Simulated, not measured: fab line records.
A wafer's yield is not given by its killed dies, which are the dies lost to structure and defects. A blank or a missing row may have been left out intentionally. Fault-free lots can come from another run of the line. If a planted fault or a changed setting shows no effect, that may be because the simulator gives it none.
fab line records + flow rit-cmos + part 2 of 2: steps 36 to 47 of 47
[record]
- lots = 5
- wafers = 15
- last-day = 6
route steps=202 shown GATE@88 REOX@98 NLDD@103 PLDD@114 SPACER@125 NSD@131
lots that met no fault: from a run of the same line without faults
start-h: the number of hours between the record's first day and the start of the first shown wafer of the lot + wait-h: hours since the lot's step before + " same as the row above + L1.1+2: one row covering several wafers at once + - no value, or no start was given + * or withheld: withheld + < > ~ a bound
route shown NAME@n: names a module that has steps shown in the file, with the first one's number in the route + usual: mean/standard deviation of fault-free wafers + same: alike in all rows + chamber/n: place in a boat + sites: each site's reading + _std_site: their standard deviation + _edge_site: inner sites' mean taken away from outer sites' mean + radius-mm: for every site, how far away it sits from the centre of the wafer + mask NAME#n: copy n + behind: the last tool/chamber to shape the wafer + hold: the reason the lot was held/the length of the hold in hours/how it ended + device: names the non-switching transistor (n, p or np) + end of line: at the end of the route, the tests of the same wafers + a step with no rows: only its recipe + killed: the dies lost at the first sort to structure and to defects; this is not the yield of the wafer + map: dies across one wafer; x = killed, . = not, _ = none there
set.NAME: the setting the step ran with; set.NAME@STEP: the setting that earlier step ran with + model.NAME: the simulator's own value behind a step, which no gauge read
a table for each step, a row for each wafer; lots at some steps of the route
services: a tool's chamber out of use, with start hour (start-h, from the record's first day; less than 0 if before it), hours out, and reason
[[steps]]
[step RIT_PLDD_STRIP_09]
[recipe]
- chemistry = O2
- time-s = 180
- resist = NOVOLAK
- platen-temp-c = withheld
- power-w = 500
- pressure-mtorr = 4000
- o2-flow-sccm = 4000
[usual]
- drypump-motor-current-A = 5.7/0.51
| lot.wafer | tool            | chamber | start-h | wait-h | drypump-motor-current-A | rf-hours-counter-h |
|-----------|-----------------|---------|---------|--------|-------------------------|--------------------|
| L075.1    | plasma-asher-01 | 0       | 52.27   | 0.1    | 4.9                     | 27                 |
| L075.4    | "               | 0       | "       | "      | 4.9                     | -                  |
| L075.6    | "               | 1       | "       | "      | 6.6                     | -                  |
| L079.1    | plasma-asher-04 | 1       | 72.95   | 0.1    | 6.2                     | 43                 |
| L079.4    | "               | 0       | "       | "      | 5.7                     | -                  |
| L079.6    | "               | 0       | "       | "      | 5.7                     | -                  |
| L084.2    | plasma-asher-03 | 1       | 100.72  | 0.1    | 5.2                     | 43                 |
| L084.4    | "               | 1       | "       | "      | 5.2                     | -                  |
| L084.6    | "               | 1       | "       | "      | 5.2                     | -                  |
| L092.2    | plasma-asher-04 | 0       | 135.57  | 0.1    | 5.8                     | 2                  |
| L092.3    | "               | 0       | "       | "      | 5.7                     | -                  |
| L092.6    | "               | 0       | "       | "      | 5.8                     | -                  |
| L093.1    | plasma-asher-03 | 0       | 140.83  | 0.1    | 5.6                     | 49                 |
| L093.3    | "               | 0       | "       | "      | 5.5                     | -                  |
| L093.6    | "               | 1       | "       | "      | 5.2                     | -                  |
[step RIT_PLDD_TW_MEAS_10]
[usual]
- PLDD_TW = 2333/24
| lot.wafer | tool          | chamber | start-h | wait-h | PLDD_TW |
|-----------|---------------|---------|---------|--------|---------|
| L075.1    | film-metro-03 | -       | 52.45   | 0.1    | 2310    |
| L075.4    | "             | -       | "       | "      | 2308    |
| L075.6    | "             | -       | "       | "      | 2307    |
| L079.1    | film-metro-02 | -       | 73.13   | 0.1    | 2346    |
| L079.4    | "             | -       | "       | "      | 2353    |
| L079.6    | "             | -       | "       | "      | 2359    |
| L084.2    | film-metro-04 | -       | 100.90  | 0.1    | 2340    |
| L084.4    | "             | -       | "       | "      | 2335    |
| L084.6    | "             | -       | "       | "      | 2338    |
| L092.2    | film-metro-03 | -       | 135.76  | 0.1    | 2291    |
| L092.3    | "             | -       | "       | "      | 2295    |
| L092.6    | "             | -       | "       | "      | 2313    |
| L093.1    | film-metro-03 | -       | 141.01  | 0.1    | 2309    |
| L093.3    | "             | -       | "       | "      | 2301    |
| L093.6    | "             | -       | "       | "      | 2297    |
[step RIT_SPACER_CLEAN_00]
[recipe]
- chemistry = SC1
- mix = 3:3:50
- time-s = 600
- temp-c = 75
| lot.wafer  | tool         | chamber | start-h | wait-h |
|------------|--------------|---------|---------|--------|
| L075.1+4+6 | wet-bench-04 | 1       | 52.51   | 0.1    |
| L079.1+4+6 | wet-bench-04 | 2       | 73.19   | 0.1    |
| L084.2+4+6 | wet-bench-04 | 2       | 100.95  | 0.0    |
| L092.2+3+6 | wet-bench-04 | 0       | 135.81  | 0.0    |
| L093.1+3+6 | wet-bench-02 | 0       | 141.07  | 0.1    |
[step RIT_SPACER_CLEAN_01]
[recipe]
- chemistry = dHF
- dilution = 50:1
- time-s = 30
| lot.wafer  | tool         | chamber | start-h | wait-h |
|------------|--------------|---------|---------|--------|
| L075.1+4+6 | wet-bench-03 | 3       | 52.68   | 0.0    |
| L079.1+4+6 | wet-bench-02 | 3       | 73.36   | 0.0    |
| L084.2+4+6 | wet-bench-02 | 3       | 101.13  | 0.0    |
| L092.2+3+6 | wet-bench-03 | 3       | 136.00  | 0.0    |
| L093.1+3+6 | wet-bench-03 | 0       | 141.26  | 0.0    |
[step RIT_SPACER_CLEAN_02]
[recipe]
- chemistry = SC2
- mix = 3:3:50
- time-s = 600
- temp-c = 75
- dry = n2-spin
| lot.wafer  | tool         | chamber | start-h | wait-h |
|------------|--------------|---------|---------|--------|
| L075.1+4+6 | wet-bench-02 | 3       | 52.70   | 0.0    |
| L079.1+4+6 | wet-bench-03 | 1       | 73.38   | 0.0    |
| L084.2+4+6 | wet-bench-04 | 1       | 101.14  | 0.0    |
| L092.2+3+6 | wet-bench-04 | 3       | 136.02  | 0.0    |
| L093.1+3+6 | wet-bench-02 | 3       | 141.28  | 0.0    |
[step RIT_SPACER_CVD_03]
[recipe]
- material = Si3N4
- target-thk-nm = 250
- temp-c = 810
- precursor = SiH2Cl2/NH3
- time-s = 3300
- pressure-mtorr = 300
- sih2cl2-flow-sccm = 60
- nh3-flow-sccm = 150
| lot.wafer  | tool     | chamber | start-h | wait-h |
|------------|----------|---------|---------|--------|
| L075.1+4+6 | lpcvd-01 | 0       | 53.53   | 0.7    |
| L079.1+4+6 | lpcvd-01 | 0       | 73.56   | 0.0    |
| L084.2+4+6 | lpcvd-01 | 0       | 101.32  | 0.0    |
| L092.2+3+6 | lpcvd-02 | 0       | 136.21  | 0.0    |
| L093.1+3+6 | lpcvd-02 | 0       | 141.47  | 0.0    |
[step RIT_SPACER_THK_MEAS_04]
[recipe]
- reads = Si3N4_of_SPACER_CVD_03
[usual]
- SPACER_NITRIDE_THK = 251.0/2.4
| lot.wafer | tool          | chamber | start-h | wait-h | SPACER_NITRIDE_THK[nm] |
|-----------|---------------|---------|---------|--------|------------------------|
| L075.1    | film-metro-01 | -       | 55.45   | 0.0    | 249.4                  |
| L075.4    | "             | -       | "       | "      | 250.3                  |
| L075.6    | "             | -       | "       | "      | 249.3                  |
| L079.1    | film-metro-02 | -       | 75.47   | 0.0    | 251.3                  |
| L079.4    | "             | -       | "       | "      | 251.8                  |
| L079.6    | "             | -       | "       | "      | 251.3                  |
| L084.2    | film-metro-02 | -       | 103.24  | 0.0    | 252.2                  |
| L084.4    | "             | -       | "       | "      | 250.1                  |
| L084.6    | "             | -       | "       | "      | 251.2                  |
| L092.2    | film-metro-02 | -       | 138.14  | 0.0    | 247.9                  |
| L092.3    | "             | -       | "       | "      | 249.1                  |
| L092.6    | "             | -       | "       | "      | 250.5                  |
| L093.1    | film-metro-01 | -       | 143.38  | 0.0    | 253.4                  |
| L093.3    | "             | -       | "       | "      | 254.5                  |
| L093.6    | "             | -       | "       | "      | 255.1                  |
[step RIT_SPACER_ETCHBACK_05]
[recipe]
- target-depth-a = 2500
- SF6_flow_sccm = 30
- CHF3_flow_sccm = 30
- target = Si3N4
- chemistry = SF6/CHF3
- pressure-mtorr = 40
- rf-w = 250
- time-s = 240
- stop-on = SiO2
[usual]
- CHF3_flow_sccm = 30.00/0.089
- drypump-motor-current-A = 5.6/0.58
- oes-product-au = 0.846/0.012
- throttle-valve-pct = 10.32/0.15
| lot.wafer | tool        | chamber | start-h | wait-h | CHF3_flow_sccm | drypump-motor-current-A | oes-product-au | rf-hours-counter-h | throttle-valve-pct |
|-----------|-------------|---------|---------|--------|----------------|-------------------------|----------------|--------------------|--------------------|
| L075.1    | rie-diel-03 | 0       | 55.51   | 0.1    | 29.93          | 6.0                     | 0.831          | 43                 | 10.36              |
| L075.4    | "           | 1       | "       | "      | 29.95          | 5.3                     | 0.848          | 19                 | 10.48              |
| L075.6    | "           | 3       | "       | "      | 29.93          | 6.1                     | 0.843          | -                  | 10.06              |
| L079.1    | rie-diel-03 | 0       | 75.53   | 0.1    | 30.05          | 6.0                     | 0.841          | 43                 | 10.35              |
| L079.4    | "           | 1       | "       | "      | 29.96          | 5.3                     | 0.857          | 19                 | 10.49              |
| L079.6    | "           | 2       | "       | "      | 29.91          | 5.6                     | 0.850          | -                  | 10.27              |
| L084.2    | rie-diel-01 | 2       | 103.29  | 0.0    | 30.06          | 5.7                     | 0.858          | 7                  | 10.11              |
| L084.4    | "           | 1       | "       | "      | 30.09          | 5.2                     | 0.846          | -                  | 10.21              |
| L084.6    | "           | 2       | "       | "      | 29.95          | 5.7                     | 0.848          | -                  | 10.12              |
| L092.2    | rie-diel-01 | 2       | 138.19  | 0.0    | 29.91          | 5.7                     | 0.840          | 8                  | 10.12              |
| L092.3    | "           | 1       | "       | "      | 29.98          | 5.2                     | 0.831          | 153                | 10.21              |
| L092.6    | "           | 1       | "       | "      | 29.89          | 5.2                     | 0.837          | -                  | 10.20              |
| L093.1    | rie-diel-04 | 1       | 143.44  | 0.1    | 30.07          | 4.8                     | 0.830          | 71                 | 10.26              |
| L093.3    | "           | 2       | "       | "      | 29.96          | 5.3                     | 0.865          | 131                | 10.48              |
| L093.6    | "           | 2       | "       | "      | 30.10          | 5.3                     | 0.868          | -                  | 10.46              |
[step RIT_NSD_HMDS_00]
[recipe]
- prime-time-s = 60
- prime-temp-c = 140
| lot.wafer  | tool           | chamber | start-h | wait-h |
|------------|----------------|---------|---------|--------|
| L075.1+4+6 | litho-track-04 | 0       | 55.66   | 0.1    |
| L079.1+4+6 | litho-track-01 | 0       | 75.68   | 0.1    |
| L084.2+4+6 | litho-track-04 | 0       | 103.47  | 0.1    |
| L092.2+3+6 | litho-track-01 | 0       | 138.36  | 0.1    |
| L093.1+3+6 | litho-track-04 | 0       | 143.59  | 0.1    |
[step RIT_NSD_COAT_01]
[recipe]
- resist = NOVOLAK
- spin-rpm = 3250
- resist-thk-nm = 1000
| lot.wafer  | tool           | chamber | start-h | wait-h |
|------------|----------------|---------|---------|--------|
| L075.1+4+6 | litho-track-04 | 0       | 55.81   | 0.1    |
| L079.1+4+6 | litho-track-01 | 0       | 75.83   | 0.1    |
| L084.2+4+6 | litho-track-04 | 0       | 103.62  | 0.1    |
| L092.2+3+6 | litho-track-01 | 0       | 138.51  | 0.1    |
| L093.1+3+6 | litho-track-04 | 0       | 143.74  | 0.1    |
[step RIT_NSD_SOFTBAKE_02]
[recipe]
- resist = NOVOLAK
- temp-c = 90
- time-s = 60
[usual]
- heater-power-total-W = 34.56/0.05
| lot.wafer | tool           | chamber | start-h | wait-h | heater-power-total-W |
|-----------|----------------|---------|---------|--------|----------------------|
| L075.1    | litho-track-04 | 0       | 55.96   | 0.1    | 34.47                |
| L075.4    | "              | 0       | "       | "      | 34.58                |
| L075.6    | "              | 0       | "       | "      | 34.61                |
| L079.1    | litho-track-01 | 0       | 75.98   | 0.1    | 34.58                |
| L079.4    | "              | 0       | "       | "      | 34.60                |
| L079.6    | "              | 0       | "       | "      | 34.53                |
| L084.2    | litho-track-04 | 0       | 103.77  | 0.1    | 34.58                |
| L084.4    | "              | 0       | "       | "      | 34.58                |
| L084.6    | "              | 0       | "       | "      | 34.60                |
| L092.2    | litho-track-01 | 0       | 138.66  | 0.1    | 34.60                |
| L092.3    | "              | 0       | "       | "      | 34.52                |
| L092.6    | "              | 0       | "       | "      | 34.52                |
| L093.1    | litho-track-04 | 0       | 143.89  | 0.1    | 34.56                |
| L093.3    | "              | 0       | "       | "      | 34.51                |
| L093.6    | "              | 0       | "       | "      | 34.59                |
[step RIT_NSD_EXPOSE_03]
[recipe]
- mask-id = M9
- na = 0.57
- target-cd-nm = 40700
- dose-mj = 250
| lot.wafer  | tool             | chamber | start-h | wait-h | mask |
|------------|------------------|---------|---------|--------|------|
| L075.1+4+6 | iline-stepper-02 | 0       | 56.11   | 0.1    | M9#0 |
| L079.1+4+6 | iline-stepper-01 | 0       | 76.13   | 0.1    | M9#0 |
| L084.2+4+6 | iline-stepper-01 | 0       | 103.91  | 0.1    | M9#0 |
| L092.2+3+6 | iline-stepper-02 | 0       | 138.81  | 0.1    | M9#0 |
| L093.1+3+6 | iline-stepper-02 | 0       | 144.04  | 0.1    | M9#0 |
[[services]]
| tool             | chamber | start-h | hours | kind   |
|------------------|---------|---------|-------|--------|
| rie-si-02        | 3       | 23.51   | 1.0   | repair |
| wet-bench-01     | -       | 26.94   | 3.8   | repair |
| plasma-asher-01  | -       | 29.87   | 3.1   | repair |
| plasma-asher-03  | -       | 31.62   | 2.8   | pm     |
| wet-bench-04     | -       | 36.94   | 4.4   | pm     |
| implanter-04     | -       | 39.91   | 2.6   | repair |
| iline-stepper-01 | -       | 43.38   | 12.1  | repair |
| plasma-asher-04  | -       | 43.96   | 1.8   | repair |
| plasma-asher-02  | -       | 46.64   | 0.4   | repair |
| lpcvd-02         | -       | 49.99   | 14.6  | pm     |
| furnace-01       | -       | 54.79   | 3.6   | pm     |
| implanter-02     | -       | 55.73   | 3.2   | repair |
| rie-si-01        | -       | 57.58   | 2.8   | pm     |
| implanter-04     | -       | 59.67   | 3.0   | repair |
| rie-si-01        | -       | 67.39   | 0.2   | repair |
| rie-si-01        | 3       | 75.49   | 2.2   | repair |
| plasma-asher-01  | -       | 78.99   | 1.2   | repair |
| plasma-asher-04  | -       | 100.62  | 2.8   | pm     |
| plasma-asher-01  | -       | 101.44  | 14.6  | pm     |
| plasma-asher-04  | -       | 108.75  | 9.0   | pm     |
| iline-stepper-01 | -       | 114.52  | 2.6   | repair |
| iline-stepper-01 | -       | 126.48  | 1.7   | pm     |
| plasma-asher-04  | -       | 126.64  | 2.2   | repair |
| implanter-04     | -       | 140.86  | 2.4   | repair |
